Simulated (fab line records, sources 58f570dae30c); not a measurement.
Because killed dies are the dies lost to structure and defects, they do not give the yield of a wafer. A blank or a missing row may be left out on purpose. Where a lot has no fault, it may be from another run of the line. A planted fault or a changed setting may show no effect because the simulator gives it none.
Lot-split experiment | flow berkeley_cmos170 | 5 lots, 23 wafers read, on a route of 331 steps

## SPLIT DETAILS
At UCB170_M1_SPUTTER_00 (material Al, target thk 600 nm, time 80 s), the setting power_w was moved away from the recipe's 6000 W on 9 of the 23 wafers read, by -11.0% to +3.8%. The other wafers ran this setting at the recipe's value.

## FROM THE SPLIT ON TO THE READING: in between, the file shows 1 step
- UCB170_M1_RS_MEAS_01: measures by four-point-probe

## THE READING
M1_AL_THK, in nm, at UCB170_M1_THK_MEAS_02 (measures by xrf). A value of 598 nm with a standard deviation of 5.8 nm is what fault-free wafers of this fab line usually give.

wafer  | tool, chamber at the split | power_w as run, W | against the recipe | M1_AL_THK, nm | against lot-mates on the recipe
L077.2 | pvd_sputter-03, -          | 6000              | recipe             | 583           | -
L077.3 | pvd_sputter-03, -          | 5342              | -11.0%             | 532           | -54
L077.4 | pvd_sputter-03, -          | 6000              | recipe             | 588           | -
L077.5 | pvd_sputter-03, -          | 5342              | -11.0%             | 524           | -62
L077.6 | pvd_sputter-03, -          | 5342              | -11.0%             | 522           | -64
L078.1 | pvd_sputter-01, -          | 6000              | recipe             | 600           | -
L078.2 | pvd_sputter-01, -          | 6225              | +3.8%              | 626           | +28
L078.3 | pvd_sputter-01, -          | 6225              | +3.8%              | 626           | +28
L078.4 | pvd_sputter-01, -          | 6225              | +3.8%              | 626           | +28
L078.5 | pvd_sputter-01, -          | 6000              | recipe             | 596           | -
L084.1 | pvd_sputter-01, -          | 6000              | recipe             | 603           | -
L084.2 | pvd_sputter-01, -          | 6000              | recipe             | 596           | -
L084.4 | pvd_sputter-01, -          | 6000              | recipe             | 595           | -
L084.5 | pvd_sputter-01, -          | 6000              | recipe             | 599           | -
L084.6 | pvd_sputter-01, -          | 6000              | recipe             | 600           | -
L083.1 | pvd_sputter-03, -          | 5498              | -8.4%              | 549           | -51
L083.2 | pvd_sputter-03, -          | 6000              | recipe             | 604           | -
L083.3 | pvd_sputter-03, -          | 5498              | -8.4%              | 542           | -58
L083.5 | pvd_sputter-03, -          | 5498              | -8.4%              | 546           | -54
L083.6 | pvd_sputter-03, -          | 6000              | recipe             | 596           | -
L082.2 | pvd_sputter-01, -          | 6000              | recipe             | 606           | -
L082.4 | pvd_sputter-01, -          | 6000              | recipe             | 603           | -
L082.5 | pvd_sputter-01, -          | 6000              | recipe             | 609           | -

THE FIT
A straight line over all 23 wafers: M1_AL_THK changes by +6.61 nm for each +1% of power_w; r = +0.98; the points scatter about the line by 5.9 nm.
The same after taking each lot's own level away (the mean of its wafers on the recipe; 23 wafers): +6.01 nm for each +1%; r = +0.99; scatter 4.5 nm.
That fit puts the effect of the largest move of power_w on the reading at 66 nm.
The lots' own levels span 585.5 to 606.0 nm, that is 3.5 times the standard deviation above.
So the lot-to-lot level changes the slope little: the two slopes agree.
Check: with one of the wafers moved furthest among these (-11.0%) left out of the fit, the line predicts -67.7 nm for it against its lot-mates. It came out at -53.5 nm against them.

## THE OTHER SPLITS THESE WAFERS WENT THROUGH
Before the reading, these wafers also passed through other splits. Each is held against what the fit with the lots' levels taken away leaves over:
other split on the same wafers       | wafers away from the commonest value | r with M1_AL_THK (lot level and that fit taken away)
UCB170_NSD_IMPLANT_08 energy_kev     | 10                                   | +0.02
UCB170_BACKSIDE_HMDS_00 prime_time_s | 4                                    | -0.21
UCB170_CONTACT_COAT_10 resist_thk_nm | 10                                   | +0.03

## THE WHOLE CHAIN: every reading that the file lists as answering this split, in the file's order
step                  | what it does                                                              | reading                                                                     | change (the file's fit)               | r (the file's)
UCB170_M1_SPUTTER_00  | material Al, target thk 600 nm, time 80 s                                 | Al_of_M1_SPUTTER_00.thk_nm (the simulator's own value, which no gauge read) | +6.04 nm for each +1% of the setting  | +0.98
UCB170_M1_RS_MEAS_01  | measures by four-point-probe                                              | M1_AL_RS                                                                    | -0.000553 for each +1% of the setting | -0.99
UCB170_M1_THK_MEAS_02 | measures by xrf                                                           | M1_AL_THK                                                                   | +5.92 for each +1% of the setting     | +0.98
UCB170_V1_ETCH_14     | etches SiO2 in CHF3/CF4/Ar, stops on Al, target depth 1250 nm, time 291 s | Al_of_M1_SPUTTER_00.thk_nm (the simulator's own value, which no gauge read) | +6.08 nm for each +1% of the setting  | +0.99

## FILE'S OWN FIT
M1_AL_THK changes by +5.92 nm for each +1% of power_w, r = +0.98.
